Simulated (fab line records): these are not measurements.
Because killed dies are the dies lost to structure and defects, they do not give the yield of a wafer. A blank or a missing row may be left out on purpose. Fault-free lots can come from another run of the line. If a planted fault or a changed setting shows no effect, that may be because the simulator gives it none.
Which tool is to blame? | flow rit-cmos | 14 lots, 42 wafers sampled, at 2 steps of a route of 202

## WHAT THE GAUGES SHOWED, per wafer
The record holds no reading of a measuring or inspecting step that can be judged against a usual standard deviation.

## TOOL THAT RAN EACH LOT (tool first, then ch and the chambers of the sampled wafers, then the start)
lot  | RIT_ACTIVE_ETCH_13                | RIT_M1_PROBE_99
L585 | rie-diel-01 ch 0,1,2, day 1 14:43 | -
L587 | rie-diel-03 ch 0,2,3, day 2 00:43 | -
L588 | rie-diel-01 ch 0,1,3, day 2 05:43 | -
L589 | rie-diel-04 ch 1,2, day 2 10:50   | -
L590 | rie-diel-04 ch 2,3, day 2 15:43   | -
L592 | rie-diel-04 ch 2,3, day 3 01:53   | -
L594 | rie-diel-01 ch 0,2, day 3 11:43   | -
L595 | rie-diel-01 ch 0,2,3, day 3 16:47 | -
L596 | rie-diel-03 ch 1,3, day 3 23:40   | -
L597 | rie-diel-03 ch 1,3, day 4 04:13   | -
L598 | rie-diel-04 ch 1,3, day 4 08:41   | -
L599 | rie-diel-01 ch 2,3, day 4 13:32   | prober-01, day 6 06:26
L605 | rie-diel-01 ch 0,2, day 5 18:43   | -
L608 | rie-diel-01 ch 1,2,3, day 6 09:50 | -
- RIT_ACTIVE_ETCH_13: etches Si3N4 in SF6, stops on SiO2, time 210 s, target depth 210 nm.
- RIT_M1_PROBE_99

## WHAT THE TOOLS THEMSELVES READ (means of the sampled wafers that have a number; where no wafer has one, the mark that the record gives instead)
RIT_ACTIVE_ETCH_13. Usual: chamber-pressure-mTorr 260.04 mTorr, standard deviation 0.25; drypump-motor-current-A 5.8 A, standard deviation 0.44; oes-product-au 0.817 a.u., standard deviation 0.013; rf-fwd-power-W 124.6 W, standard deviation 0.44; throttle-valve-pct 7.43 %, standard deviation 0.14.
lot  | tool        | chamber-pressure-mTorr (mTorr) | drypump-motor-current-A (A) | oes-product-au (a.u.) | rf-fwd-power-W (W) | throttle-valve-pct (%) | flag
L585 | rie-diel-01 | 260.03                         | 5.5                         | 0.818                 | 125.2              | 7.46                   |
L587 | rie-diel-03 | 259.97                         | 6.0                         | 0.827                 | 124.5              | 7.48                   |
L588 | rie-diel-01 | 259.89                         | 5.9                         | 0.822                 | 124.2              | 7.51                   |
L589 | rie-diel-04 | 259.92                         | 5.7                         | 0.832                 | 124.5              | 7.50                   |
L590 | rie-diel-04 | 260.00                         | 5.5                         | 0.814                 | 124.6              | 7.37                   |
L592 | rie-diel-04 | 260.20                         | 5.7                         | 0.804                 | 124.6              | 7.31                   |
L594 | rie-diel-01 | 260.14                         | 5.4                         | 0.807                 | 124.4              | 7.32                   |
L595 | rie-diel-01 | 259.92                         | 5.8                         | 0.804                 | 124.8              | 7.37                   |
L596 | rie-diel-03 | 260.00                         | 5.9                         | 0.824                 | 124.3              | 7.55                   |
L597 | rie-diel-03 | 259.89                         | 5.9                         | 0.819                 | 124.6              | 7.55                   |
L598 | rie-diel-04 | 260.04                         | 5.8                         | 0.814                 | 124.8              | 7.44                   |
L599 | rie-diel-01 | 260.09                         | 5.8                         | 0.813                 | 125.0              | 7.26                   |
L605 | rie-diel-01 | 294.69                         | 5.4                         | 0.813                 | 124.8              | 7.31                   | OFF
L608 | rie-diel-01 | 277.25                         | 5.9                         | 0.821                 | 124.4              | 7.40                   | OFF

RIT_M1_PROBE_99. Usual: killed_at_M0_to_M3 0.0, standard deviation 0.14; killed-at-contacts 0.0, standard deviation 0.22; killed-at-front-end 6.9, standard deviation 3; killed-dies 6.9, standard deviation 3; killed-open 3.5, standard deviation 2; killed-short 3.4, standard deviation 2.1.
lot  | tool      | killed_at_M0_to_M3 | killed-at-contacts | killed-at-front-end | killed-dies | killed-open | killed-short | flag
L599 | prober-01 | 0.0                | 0.0                | 6.7                 | 6.7         | 3.7         | 3.0          |

## THE ANSWER, worked out from the rows above alone
Rule: lot off if the mean of its wafers having a number is beyond 3 standard deviations from the usual mean. A lot without any number at a reading at which 4 lots or more have one is off too. The other lots that the step has rows for count as sound. First the gauges in route order, then the tools' own readings, where a lot's mean is used as printed above. The first step at which some lot is off is used, and at that step the reading that is off furthest; a lot without a number counts as furthest.
Off: L605, L608 (RIT_ACTIVE_ETCH_13, chamber-pressure-mTorr).
A tool fits if, at that step or a process step before it, it ran every lot that is off, and no sound lot after the first of them. One fits: rie-diel-01 at RIT_ACTIVE_ETCH_13. Its last sound lot is L599 (day 4 13:32), its first lot that is off L605 (day 5 18:43): a fault that began between those two fits.
On the lots that are off, the tool's own readings at RIT_ACTIVE_ETCH_13 differ by more than 5 times the standard deviation of the sound lots' means, which bears it out; chamber-pressure-mTorr reads 285.97 mTorr there versus 260.01 mTorr on the sound lots.

## WHAT HAD BEEN PUT IN BY THE SIMULATOR
rie-diel-01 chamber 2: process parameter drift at RIT_ACTIVE_ETCH_13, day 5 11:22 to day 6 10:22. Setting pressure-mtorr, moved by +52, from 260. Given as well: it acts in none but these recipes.
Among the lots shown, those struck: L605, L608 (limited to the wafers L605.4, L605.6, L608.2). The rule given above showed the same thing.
